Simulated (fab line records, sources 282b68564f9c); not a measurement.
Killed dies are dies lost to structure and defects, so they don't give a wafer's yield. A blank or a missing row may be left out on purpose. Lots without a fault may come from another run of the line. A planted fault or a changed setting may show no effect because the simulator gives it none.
fab line records | flow rit_cmos
record lots=5 wafers=27
route steps=202 shown ACTIVE@11 GATE@84 PLDD@119 SPACER@128 SDANNEAL@156 PSD@157 NSD@158 M1@202
start_h: hours from the record's first day to the start of the lot's first wafer shown | wait_h: hours since the lot's step before | " the same as in the row above | L1.1+2: a row that stands for several wafers | - no value, or no start given | * or withheld: withheld | < > ~ a bound
route shown NAME@n: a module of which the file shows steps, and the number in the route of the first | usual: mean/standard deviation of fault-free wafers | same: alike in all rows | chamber/n: place in a boat | sites: the reading at each site | _std_site: their standard deviation | _edge_site: outer sites' mean less inner sites' | radius_mm: how far each site lies from the wafer's centre | mask NAME#n: copy n | behind: the tool/chamber that last shaped the wafer | hold: why the lot was held/for how many hours/how that ended | device: the transistor (n, p or np) that didn't switch | end of line: the same wafers' tests at the end of the route | a step without rows: its recipe alone | killed: dies lost to structure and defects at the first sort, not the wafer's yield | map: a wafer's dies, x killed, . not, _ none there
set.NAME: the setting as run; set.NAME@STEP: as run at that earlier step | model.NAME: the simulator's own value behind a step, which no gauge read
lots whose settings were changed on purpose; a table a step, a row a wafer
## steps
# step RIT_ACTIVE_DEVELOP_10
# recipe resist=NOVOLAK develop_time_s=50 dev_temp_c=23
# columns lot.wafer tool chamber start_h wait_h set.develop_time_s
L075.1+2+4 litho_track-01 0 - - 50
L075.3+5+6 " 0 " " 35.19
L077.1+2+6 litho_track-02 0 - - 50
L077.3+4+5 " 0 " " 21.75
L078.1+2+3+4+5+6 litho_track-02 0 - - 50
L080.1+3+5 litho_track-02 0 - - 26.05
L080.2+4+6 " 0 " " 50
L081.3+5+6 litho_track-03 0 - - 50
# step RIT_ACTIVE_CD_MEAS_11
# recipe target_cd_nm=1400
# usual cd_nm=1399.8/2.1
# columns lot.wafer tool chamber start_h wait_h set.develop_time_s@ACTIVE_DEVELOP_10 cd_nm
L075.1 cd_sem-02 - 20.52 - 50 1401.2
L075.2 " - " " 50 1401.7
L075.3 " - " " 35.19 1441.0
L075.4 " - " " 50 1402.7
L075.5 " - " " 35.19 1439.6
L075.6 " - " " 35.19 1438.4
L077.1 cd_sem-01 - 30.15 - 50 1400.4
L077.2 " - " " 50 1398.6
L077.3 " - " " 21.75 1497.1
L077.4 " - " " 21.75 1498.2
L077.5 " - " " 21.75 1496.3
L077.6 " - " " 50 1399.4
L078.1 cd_sem-01 - 35.55 - 50 1400.7
L078.2 " - " " 50 1401.3
L078.3 " - " " 50 1398.8
L078.4 " - " " 50 1398.8
L078.5 " - " " 50 1398.4
L078.6 " - " " 50 1397.7
L080.1 cd_sem-01 - 44.61 - 26.05 1468.0
L080.2 " - " " 50 1394.7
L080.3 " - " " 26.05 1469.3
L080.4 " - " " 50 1393.9
L080.5 " - " " 26.05 1468.8
L080.6 " - " " 50 1397.8
L081.3 cd_sem-01 - 50.43 - 50 1399.4
L081.5 " - " " 50 1401.9
L081.6 " - " " 50 1399.3
# step RIT_ACTIVE_HARDBAKE_12
# recipe resist=NOVOLAK temp_c=140 time_s=60
# step RIT_ACTIVE_ETCH_13
# recipe stop_on=SiO2 chemistry=SF6 target=Si3N4 time_s=210 over_etch_frac=0.4 SF6_flow_sccm=200 pressure_mtorr=260 rf_w=125 target_depth_a=2100
# columns lot.wafer tool chamber start_h wait_h set.develop_time_s@ACTIVE_DEVELOP_10 model.ACTIVE.cd_nm
L075.1 rie_diel-04 0 20.82 0.1 50 1401
L075.2 " 2 " " 50 1402
L075.3 " 3 " " 35.19 1441
L075.4 " 1 " " 50 1403
L075.5 " 0 " " 35.19 1440
L075.6 " 3 " " 35.19 1438
L077.1 rie_diel-03 3 30.42 0.1 50 1400
L077.2+6 " 1,0 " " 50 1399
L077.3 " 2 " " 21.75 1497
L077.4 " 0 " " 21.75 1498
L077.5 " 3 " " 21.75 1496
L078.1 rie_diel-01 2 35.82 0.1 50 1400
L078.2 " 3 " " 50 1401
L078.3+5+6 " 0,3,0 " " 50 1398
L078.4 " 1 " " 50 1399
L080.1 rie_diel-04 2 44.88 0.1 26.05 1468
L080.2 " 0 " " 50 1395
L080.3+5 " 1,2 " " 26.05 1469
L080.4 " 3 " " 50 1394
L080.6 " 1 " " 50 1398
L081.3 rie_diel-01 2 50.66 0.1 50 1400
L081.5 " 1 " " 50 1402
L081.6 " 0 " " 50 1399
# step RIT_ACTIVE_STRIP_14
# recipe chemistry=O2 time_s=180 resist=NOVOLAK platen_temp_c=withheld power_w=500 pressure_mtorr=4000 o2_flow_sccm=4000
# step RIT_ACTIVE_CD_MEAS_90
# recipe target_cd_nm=1400
# usual cd_nm=1399.8/2.2
# columns lot.wafer tool chamber start_h wait_h set.develop_time_s@ACTIVE_DEVELOP_10 cd_nm
L075.1 cd_sem-01 - 21.13 0.1 50 1401.2
L075.2 " - " " 50 1401.6
L075.3 " - " " 35.19 1440.5
L075.4 " - " " 50 1403.2
L075.5 " - " " 35.19 1439.7
L075.6 " - " " 35.19 1438.5
L077.1 cd_sem-01 - 30.73 0.1 50 1400.3
L077.2 " - " " 50 1398.7
L077.3 " - " " 21.75 1497.1
L077.4 " - " " 21.75 1497.9
L077.5 " - " " 21.75 1496.2
L077.6 " - " " 50 1399.3
L078.1 cd_sem-02 - 36.13 0.1 50 1400.0
L078.2 " - " " 50 1401.2
L078.3 " - " " 50 1398.5
L078.4 " - " " 50 1399.0
L078.5 " - " " 50 1398.5
L078.6 " - " " 50 1397.8
L080.1 cd_sem-02 - 45.18 0.1 26.05 1467.6
L080.2 " - " " 50 1394.6
L080.3 " - " " 26.05 1469.4
L080.4 " - " " 50 1394.2
L080.5 " - " " 26.05 1468.6
L080.6 " - " " 50 1397.8
L081.3 cd_sem-02 - 51.01 0.1 50 1399.8
L081.5 " - " " 50 1402.0
L081.6 " - " " 50 1399.6
# step RIT_GATE_CVD_08
# recipe material=poly-Si target_thk_nm=250 temp_c=610 precursor=SiH4 time_s=2220 pressure_mtorr=300 sih4_flow_sccm=100
# columns lot.wafer tool chamber start_h wait_h set.time_s model.poly-Si_of_GATE_CVD_08.thk_nm
L075.1+2 - - - 0.1 2220 250.7
L075.3 " - " " 2220 250.9
L075.4 " - " " 2220 250.2
L075.5 " - " " 2220 250.5
L075.6 " - " " 2220 251.3
L077.1+5 - - - 0.1 1430 161.5
L077.2 " - " " 1430 160.3
L077.3 " - " " 1430 159.9
L077.4 " - " " 1430 158
L077.6 " - " " 1430 162.1
L078.1 - - - 0.1 1502 166.3
L078.2+5 " - " " 1502 166.1
L078.3 " - " " 1502 166.9
L078.4 " - " " 1502 166
L078.6 " - " " 1502 166.5
L080.1 - - - 0.1 902.7 99.01
L080.2 " - " " 902.7 101.5
L080.3 " - " " 902.7 99.58
L080.4 " - " " 902.7 100.2
L080.5 " - " " 902.7 100.3
L080.6 " - " " 902.7 99.47
L081.3 lpcvd-02 1 71.96 0.0 2220 249.1
L081.5 " 1 " " 2220 248.2
L081.6 " 1 " " 2220 249.6
# step RIT_GATE_THK_MEAS_09
# recipe reads=poly-Si_of_GATE_CVD_08
# usual GATE_POLY_THK=249.5/1.7
# columns lot.wafer tool chamber start_h wait_h set.time_s@GATE_CVD_08 GATE_POLY_THK[nm]
L075.1 film_metro-01 - - - 2220 250.5
L075.2 " - " " 2220 250.6
L075.3 " - " " 2220 251.0
L075.4 " - " " 2220 250.2
L075.5 " - " " 2220 250.5
L075.6 " - " " 2220 251.3
L077.1 film_metro-02 - - - 1430 161.3
L077.2 " - " " 1430 160.3
L077.3 " - " " 1430 160.0
L077.4 " - " " 1430 158.0
L077.5 " - " " 1430 161.6
L077.6 " - " " 1430 162.2
L078.1 film_metro-02 - - - 1502 166.3
L078.2 " - " " 1502 166.0
L078.3 " - " " 1502 166.9
L078.4 " - " " 1502 165.9
L078.5 " - " " 1502 166.1
L078.6 " - " " 1502 166.5
L080.1 film_metro-01 - - - 902.7 99.1
L080.2 " - " " 902.7 101.5
L080.3 " - " " 902.7 99.6
L080.4 " - " " 902.7 100.2
L080.5 " - " " 902.7 100.3
L080.6 " - " " 902.7 99.4
L081.3 film_metro-01 - 73.60 0.0 2220 248.9
L081.5 " - " " 2220 248.4
L081.6 " - " " 2220 249.4
# step RIT_GATE_HMDS_10
# recipe prime_time_s=60 prime_temp_c=140
# step RIT_GATE_COAT_11
# recipe resist=NOVOLAK spin_rpm=4250 resist_thk_nm=850
# step RIT_GATE_HARDBAKE_18
# recipe resist=NOVOLAK temp_c=140 time_s=60
# step RIT_GATE_ETCH_19
# recipe chemistry=SF6/CHF3/O2 time_s=165 SF6_flow_sccm=30 CHF3_flow_sccm=30 O2_flow_sccm=5 target=poly-Si pressure_mtorr=40 rf_w=160 target_depth_a=3125 over_etch_frac=0.25 stop_on=SiO2
# usual oes_product_au=0.848/0.016
# columns lot.wafer tool chamber start_h wait_h set.time_s@GATE_CVD_08 oes_product_au model.etch.depth_nm model.GATE.feature_depth_nm
L075.1 rie_si-01 0 44.31 0.1 2220 0.826 250.7 250.7
L075.2 " 2 " " 2220 0.837 250.7 250.7
L075.3 " 3 " " 2220 0.836 250.9 250.9
L075.4 " 0 " " 2220 0.835 250.2 250.2
L075.5 " 2 " " 2220 0.837 250.5 250.5
L075.6 " 3 " " 2220 0.842 251.3 251.3
L077.1 rie_si-02 1 54.33 0.1 1430 0.663 161.5 161.5
L077.2 " 2 " " 1430 0.624 160.3 160.3
L077.3 " 0 " " 1430 0.638 159.9 159.9
L077.4 " 3 " " 1430 0.621 158 158
L077.5 " 3 " " 1430 0.637 161.5 161.5
L077.6 " 2 " " 1430 0.647 162.1 162.1
L078.1 rie_si-02 0 57.96 0.1 1502 0.660 166.3 166.3
L078.2 " 2 " " 1502 0.647 166.1 166.1
L078.3 " 1 " " 1502 0.668 166.9 166.9
L078.4 " 3 " " 1502 0.636 166 166
L078.5 " 2 " " 1502 0.645 166.1 166.1
L078.6 " 3 " " 1502 0.636 166.5 166.5
L080.1 rie_si-02 1 71.46 0.1 902.7 0.498 99.01 99.01
L080.2 " 3 " " 902.7 0.472 101.5 101.5
L080.3 " 0 " " 902.7 0.503 99.58 99.58
L080.4 " 2 " " 902.7 0.490 100.2 100.2
L080.5 " 3 " " 902.7 0.493 100.3 100.3
L080.6 " 2 " " 902.7 0.496 99.47 99.47
L081.3 rie_si-02 1 74.92 0.1 2220 0.870 249.1 249.1
L081.5 " 2 " " 2220 0.836 248.2 248.2
L081.6 " 1 " " 2220 0.870 249.6 249.6
# step RIT_PLDD_DEVELOP_05
# recipe resist=NOVOLAK develop_time_s=50 dev_temp_c=23
# columns lot.wafer tool chamber start_h wait_h set.develop_time_s
L075.1+3+6 litho_track-01 0 - - 40.86
L075.2+4+5 " 0 " " 50
L077.1+4+6 litho_track-04 0 - - 67.66
L077.2+3+5 " 0 " " 50
L078.1+2+3+4+5+6 litho_track-01 0 - - 50
L080.1+4+6 litho_track-01 0 - - 63.32
L080.2+3+5 " 0 " " 50
L081.3+5+6 litho_track-01 0 - - 50
# step RIT_PLDD_HARDBAKE_07
# recipe resist=NOVOLAK temp_c=140 time_s=60
# step RIT_SPACER_CVD_03
# recipe material=Si3N4 target_thk_nm=250 temp_c=810 precursor=SiH2Cl2/NH3 time_s=3300 pressure_mtorr=300 sih2cl2_flow_sccm=60 nh3_flow_sccm=150
# step RIT_SPACER_ETCHBACK_05
# recipe target_depth_a=2500 SF6_flow_sccm=30 CHF3_flow_sccm=30 target=Si3N4 chemistry=SF6/CHF3 pressure_mtorr=40 rf_w=250 time_s=240 stop_on=SiO2
# columns lot.wafer tool chamber start_h wait_h set.time_s@GATE_CVD_08 model.poly-Si_of_GATE_CVD_08.thk_nm
L075.1 rie_diel-03 3 54.68 0.1 2220 167.7
L075.2 " 0 " " 2220 170.4
L075.3 " 2 " " 2220 168.2
L075.4 " 1 " " 2220 169.5
L075.5 " 0 " " 2220 169.8
L075.6 " 3 " " 2220 168.1
L077.1 rie_diel-03 1 63.26 0.1 1430 81.53
L077.2 " 3 " " 1430 77.38
L077.3 " 2 " " 1430 78.07
L077.4 " 3 " " 1430 75.18
L077.5 " 1 " " 1430 81.81
L077.6 " 2 " " 1430 79.25
L078.1 rie_diel-04 1 66.96 0.1 1502 85.9
L078.2 " 0 " " 1502 82.88
L078.3 " 3 " " 1502 84.21
L078.4 " 2 " " 1502 83.42
L078.5 " 0 " " 1502 82.83
L078.6 " 3 " " 1502 83.95
L080.1 rie_diel-04 0 82.95 0.1 902.7 31.74
L080.2 " 2 " " 902.7 32.43
L080.3 " 1 " " 902.7 31.9
L080.4+5 " 3,0 " " 902.7 32.08
L080.6 " 3 " " 902.7 31.86
L081.3 rie_diel-02 3 87.27 0.0 2220 164.7
L081.5 " 2 " " 2220 164.9
L081.6 " 1 " " 2220 168.1
# step RIT_SDANNEAL_RTA_03
# recipe temp_c=1050 time_s=5 idle_temp_c=600 ramp_up_c_per_s=342 ramp_down_c_per_s=171 cool_to_c=600 ambient=N2
# columns lot.wafer tool chamber start_h wait_h set.time_s
L075.1+4+5 rtp_anneal-02 0 58.54 0.0 3.001
L075.2+3+6 " 0 " " 5
L077.1+3+5 rtp_anneal-02 0 66.83 0.0 5
L077.2+4+6 " 0 " " 5.976
L078.1+5+6 rtp_anneal-01 0 70.62 0.0 5
L078.2+3+4 " 0 " " 3.545
L080.1+2+4 rtp_anneal-01 0 86.56 0.0 7.871
L080.3+5+6 " 0 " " 5
L081.3+5+6 rtp_anneal-02 0 90.82 0.0 5
# step RIT_SDANNEAL_RS_MEAS_04
# recipe thk_meas_gauge=four-point-probe
# usual PSD_RS=116.9/0.31
# columns lot.wafer tool chamber start_h wait_h set.time_s@SDANNEAL_RTA_03 PSD_RS[ohm/sq]
L075.1 film_metro-04 - 58.60 0.0 3.001 123.6
L075.2 " - " " 5 116.8
L075.3 " - " " 5 116.6
L075.4 " - " " 3.001 123.5
L075.5 " - " " 3.001 123.3
L075.6 " - " " 5 116.7
L077.1 film_metro-02 - 66.89 0.0 5 116.2
L077.2 " - " " 5.976 113.7
L077.3 " - " " 5 116.4
L077.4 " - " " 5.976 113.8
L077.5 " - " " 5 116.2
L077.6 " - " " 5.976 113.9
L078.1 film_metro-04 - 70.68 0.0 5 116.8
L078.2 " - " " 3.545 121.4
L078.3 " - " " 3.545 121.5
L078.4 " - " " 3.545 121.3
L078.5 " - " " 5 116.9
L078.6 " - " " 5 117.1
L080.1 film_metro-02 - 86.62 0.0 7.871 109.4
L080.2 " - " " 7.871 109.7
L080.3 " - " " 5 116.7
L080.4 " - " " 7.871 109.7
L080.5 " - " " 5 116.5
L080.6 " - " " 5 116.9
L081.3 film_metro-04 - 90.94 0.1 5 116.7
L081.5 " - " " 5 116.7
L081.6 " - " " 5 116.4
# step RIT_SDANNEAL_RS_MEAS_05
# recipe thk_meas_gauge=four-point-probe
# usual NSD_RS=84.5/0.31
# columns lot.wafer tool chamber start_h wait_h set.time_s@SDANNEAL_RTA_03 NSD_RS[ohm/sq]
L075.1 film_metro-04 - 58.72 0.1 3.001 86.1
L075.2 " - " " 5 85.2
L075.3 " - " " 5 84.9
L075.4 " - " " 3.001 85.9
L075.5 " - " " 3.001 85.8
L075.6 " - " " 5 84.6
L077.1 film_metro-02 - 67.01 0.1 5 83.9
L077.2 " - " " 5.976 83.6
L077.3 " - " " 5 84.0
L077.4 " - " " 5.976 83.7
L077.5 " - " " 5 83.9
L077.6 " - " " 5.976 83.4
L078.1 film_metro-04 - 70.80 0.1 5 84.4
L078.2 " - " " 3.545 84.9
L078.3 " - " " 3.545 85.0
L078.4 " - " " 3.545 85.0
L078.5 " - " " 5 84.2
L078.6 " - " " 5 84.3
L080.1 film_metro-02 - 86.74 0.1 7.871 83.2
L080.2 " - " " 7.871 83.2
L080.3 " - " " 5 84.3
L080.4 " - " " 7.871 83.4
L080.5 " - " " 5 84.5
L080.6 " - " " 5 84.2
L081.3 film_metro-04 - 91.06 0.1 5 84.7
L081.5 " - " " 5 84.9
L081.6 " - " " 5 84.3
# step RIT_SDANNEAL_RS_MEAS_06
# recipe thk_meas_gauge=four-point-probe
# usual PLDD_RS=178.7/0.55
# columns lot.wafer tool chamber start_h wait_h set.time_s@SDANNEAL_RTA_03 PLDD_RS[ohm/sq]
L075.1 film_metro-04 - 58.84 0.1 3.001 186.5
L075.2 " - " " 5 178.4
L075.3 " - " " 5 178.0
L075.4 " - " " 3.001 186.4
L075.5 " - " " 3.001 186.2
L075.6 " - " " 5 177.7
L077.1 film_metro-02 - 67.13 0.1 5 178.5
L077.2 " - " " 5.976 176.1
L077.3 " - " " 5 178.8
L077.4 " - " " 5.976 175.7
L077.5 " - " " 5 178.4
L077.6 " - " " 5.976 175.9
L078.1 film_metro-04 - 70.92 0.1 5 178.9
L078.2 " - " " 3.545 183.9
L078.3 " - " " 3.545 183.8
L078.4 " - " " 3.545 184.0
L078.5 " - " " 5 179.0
L078.6 " - " " 5 178.5
L080.1 film_metro-02 - 86.86 0.1 7.871 171.4
L080.2 " - " " 7.871 171.6
L080.3 " - " " 5 178.1
L080.4 " - " " 7.871 171.7
L080.5 " - " " 5 178.6
L080.6 " - " " 5 178.7
L081.3 film_metro-04 - 91.18 0.1 5 178.5
L081.5 " - " " 5 178.2
L081.6 " - " " 5 177.9
# step RIT_M1_PROBE_99
# usual killed_at_front_end=8/3.5 killed_dies=8/3.5 killed_open=3.7/2.4 killed_short=4.0/2
# same gross_dies=264 killed_at_M0_to_M3=0 killed_at_M4_up=0 killed_at_back_side=0 killed_at_contacts=0 killed_at_other=0
# columns lot.wafer tool chamber start_h wait_h set.time_s@GATE_CVD_08 killed_at_front_end killed_dies killed_open killed_short model.etest.nmos_turned.drive_ua_um
L075.1 prober-01 - 66.78 0.1 2220 5 5 3 2 314.9
L075.2 prober-01 - 66.83 0.1 2220 6 6 2 4 345.9
L075.3 prober-01 - 66.88 0.2 2220 7 7 4 3 343.6
L075.4 prober-01 - 66.93 0.2 2220 9 9 5 4 313.8
L075.5 prober-01 - 66.98 0.2 2220 6 6 2 4 316.2
L075.6 prober-01 - 67.03 0.2 2220 6 6 3 3 327.9
L077.1 prober-01 - 76.42 0.1 1430 5 5 1 4 -
L077.2 prober-01 - 76.47 0.1 1430 10 10 4 6 -
L077.3 prober-01 - 76.52 0.2 1430 7 7 3 4 -
L077.4 prober-01 - 76.57 0.2 1430 10 10 5 5 -
L077.5 prober-01 - 76.62 0.2 1430 6 6 2 4 487.8
L077.6 prober-01 - 76.67 0.2 1430 10 10 3 7 -
L078.1 prober-02 - 79.01 0.1 1502 8 8 3 5 445.6
L078.2 prober-02 - 79.06 0.1 1502 12 12 8 4 -
L078.3 prober-02 - 79.11 0.2 1502 10 10 6 4 -
L078.4 prober-02 - 79.16 0.2 1502 14 14 10 4 -
L078.5 prober-02 - 79.21 0.2 1502 9 9 4 5 -
L078.6 prober-02 - 79.26 0.2 1502 7 7 4 3 -
L080.1 prober-02 - 93.96 0.1 902.7 4 4 3 1 -
L080.2 prober-02 - 94.01 0.1 902.7 5 5 2 3 -
L080.3 prober-02 - 94.06 0.2 902.7 1 1 0 1 -
L080.4 prober-02 - 94.11 0.2 902.7 9 9 4 5 -
L080.5 prober-02 - 94.16 0.2 902.7 10 10 2 8 -
L080.6 prober-02 - 94.21 0.2 902.7 6 6 4 2 -
L081.3 prober-01 - 98.80 0.2 2220 10 10 5 5 304.3
L081.5 prober-01 - 98.90 0.2 2220 6 6 4 2 305.1
L081.6 prober-01 - 98.95 0.2 2220 5 5 2 3 304.2
# killed by level:class
L075.1 FOX2:geometric_particle:open=2 GATE:geometric_particle:open=1 GATE:geometric_particle:short=1 REOX:geometric_particle:short=1
L075.2 GATE:geometric_particle:short=3 GATE:geometric_particle:open=2 SPACER:geometric_particle:short=1
L075.3 REOX:geometric_particle:open=2 REOX:geometric_particle:short=2 FOX1:geometric_particle:open=1 GATE:geometric_particle:open=1 SPACER:geometric_particle:short=1
L075.4 GATE:geometric_particle:short=2 REOX:geometric_particle:open=2 FOX2:geometric_particle:open=1 FOX2:geometric_particle:short=1 GATE:geometric_particle:open=1 SPACER:geometric_particle:open=1 SILICIDE:geometric_particle:short=1
L075.5 SILICIDE:geometric_particle:short=2 FOX1:geometric_particle:open=1 GATE:geometric_particle:short=1 GATE:geometric_particle:open=1 REOX:geometric_particle:short=1
L075.6 GATE:geometric_particle:open=2 FOX1:geometric_particle:short=1 GATE:geometric_particle:short=1 REOX:geometric_particle:open=1 SPACER:geometric_particle:short=1
L077.1 SILICIDE:geometric_particle:short=2 FOX1:geometric_particle:short=1 REOX:geometric_particle:short=1 SPACER:geometric_particle:open=1
L077.2 GATE:geometric_particle:short=2 SPACER:geometric_particle:short=2 FOX1:geometric_particle:open=1 GATE:geometric_particle:open=1 REOX:geometric_particle:short=1 SPACER:geometric_particle:open=1 SILICIDE:geometric_particle:short=1 SILICIDE:geometric_particle:open=1
L077.3 FOX1:geometric_particle:short=1 FOX2:geometric_particle:open=1 GATE:geometric_particle:short=1 REOX:geometric_particle:short=1 REOX:geometric_particle:open=1 SPACER:geometric_particle:short=1 SILICIDE:geometric_particle:open=1
L077.4 FOX1:geometric_particle:short=2 REOX:geometric_particle:open=2 FOX1:geometric_particle:open=1 GATE:geometric_particle:open=1 GATE:geometric_particle:short=1 SPACER:geometric_particle:short=1 SPACER:geometric_particle:open=1 SILICIDE:geometric_particle:short=1
L077.5 FOX1:geometric_particle:open=2 FOX1:geometric_particle:short=2 REOX:geometric_particle:short=1 SILICIDE:geometric_particle:short=1
L077.6 REOX:geometric_particle:short=3 GATE:geometric_particle:short=2 FOX1:geometric_particle:open=1 FOX1:geometric_particle:short=1 REOX:geometric_particle:open=1 SILICIDE:geometric_particle:open=1 SILICIDE:geometric_particle:short=1
L078.1 GATE:geometric_particle:short=3 REOX:geometric_particle:short=2 GATE:geometric_particle:open=1 REOX:geometric_particle:open=1 SPACER:geometric_particle:open=1
L078.2 GATE:geometric_particle:open=4 REOX:geometric_particle:open=3 GATE:geometric_particle:short=2 REOX:geometric_particle:short=1 SPACER:geometric_particle:open=1 SPACER:geometric_particle:short=1
L078.3 GATE:geometric_particle:open=5 GATE:geometric_particle:short=2 FOX1:geometric_particle:short=1 FOX1:geometric_particle:open=1 REOX:geometric_particle:short=1
L078.4 GATE:geometric_particle:open=7 GATE:geometric_particle:short=2 REOX:geometric_particle:open=2 FOX1:geometric_particle:short=1 SPACER:geometric_particle:short=1 SPACER:geometric_particle:open=1
L078.5 GATE:geometric_particle:short=2 GATE:geometric_particle:open=2 FOX1:geometric_particle:short=1 FOX1:geometric_particle:open=1 FOX2:geometric_particle:short=1 REOX:geometric_particle:short=1 SILICIDE:geometric_particle:open=1
L078.6 GATE:geometric_particle:open=2 FOX1:geometric_particle:open=1 FOX2:geometric_particle:short=1 REOX:geometric_particle:short=1 REOX:geometric_particle:open=1 SPACER:geometric_particle:short=1
L080.1 GATE:geometric_particle:open=2 GATE:geometric_particle:short=1 SPACER:geometric_particle:open=1
L080.2 FOX1:geometric_particle:short=2 FOX1:geometric_particle:open=1 GATE:geometric_particle:short=1 GATE:geometric_particle:open=1
L080.3 SPACER:geometric_particle:short=1
L080.4 GATE:geometric_particle:open=3 SILICIDE:geometric_particle:short=2 GATE:geometric_particle:short=1 REOX:geometric_particle:short=1 SPACER:geometric_particle:short=1 SILICIDE:geometric_particle:open=1
L080.5 GATE:geometric_particle:short=3 REOX:geometric_particle:short=2 SPACER:geometric_particle:short=2 FOX2:geometric_particle:short=1 REOX:geometric_particle:open=1 SILICIDE:geometric_particle:open=1
L080.6 FOX2:geometric_particle:open=2 GATE:geometric_particle:open=2 GATE:geometric_particle:short=1 REOX:geometric_particle:short=1
L081.3 SPACER:geometric_particle:open=4 GATE:geometric_particle:short=3 FOX1:geometric_particle:short=1 REOX:geometric_particle:open=1 SILICIDE:geometric_particle:short=1
L081.5 GATE:geometric_particle:open=2 SPACER:geometric_particle:open=2 SPACER:geometric_particle:short=2
L081.6 GATE:geometric_particle:short=2 FOX1:geometric_particle:open=1 SPACER:geometric_particle:open=1 SILICIDE:geometric_particle:short=1
## key
split step=RIT_ACTIVE_DEVELOP_10 setting=develop_time_s stated=50 by=wafer
response step=RIT_ACTIVE_CD_MEAS_11 reading=cd_nm change=-1.6 per=1% r=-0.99
response step=RIT_ACTIVE_ETCH_13 reading=model.ACTIVE.cd_nm change=-1.59 per=1% r=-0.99
response step=RIT_ACTIVE_CD_MEAS_90 reading=cd_nm change=-1.59 per=1% r=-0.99
split step=RIT_GATE_CVD_08 setting=time_s stated=2220 by=lot
response step=RIT_GATE_CVD_08 reading=model.poly-Si_of_GATE_CVD_08.thk_nm change=+2.53 per=1% r=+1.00
response step=RIT_GATE_THK_MEAS_09 reading=GATE_POLY_THK change=+2.53 per=1% r=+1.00
response step=RIT_GATE_ETCH_19 reading=oes_product_au change=+0.00591 per=1% r=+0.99
response step=RIT_GATE_ETCH_19 reading=model.etch.depth_nm change=+2.53 per=1% r=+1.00
response step=RIT_GATE_ETCH_19 reading=model.GATE.feature_depth_nm change=+2.53 per=1% r=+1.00
response step=RIT_SPACER_ETCHBACK_05 reading=model.poly-Si_of_GATE_CVD_08.thk_nm change=+2.33 per=1% r=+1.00
response step=RIT_M1_PROBE_99 reading=model.etest.nmos_turned.drive_ua_um change=-4.36 per=1% r=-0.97
split step=RIT_PLDD_DEVELOP_05 setting=develop_time_s stated=50 by=wafer
response none clear
split step=RIT_SDANNEAL_RTA_03 setting=time_s stated=5 by=wafer
response step=RIT_SDANNEAL_RS_MEAS_04 reading=PSD_RS change=-0.14 per=1% r=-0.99
response step=RIT_SDANNEAL_RS_MEAS_05 reading=NSD_RS change=-0.0208 per=1% r=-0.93
response step=RIT_SDANNEAL_RS_MEAS_06 reading=PLDD_RS change=-0.151 per=1% r=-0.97
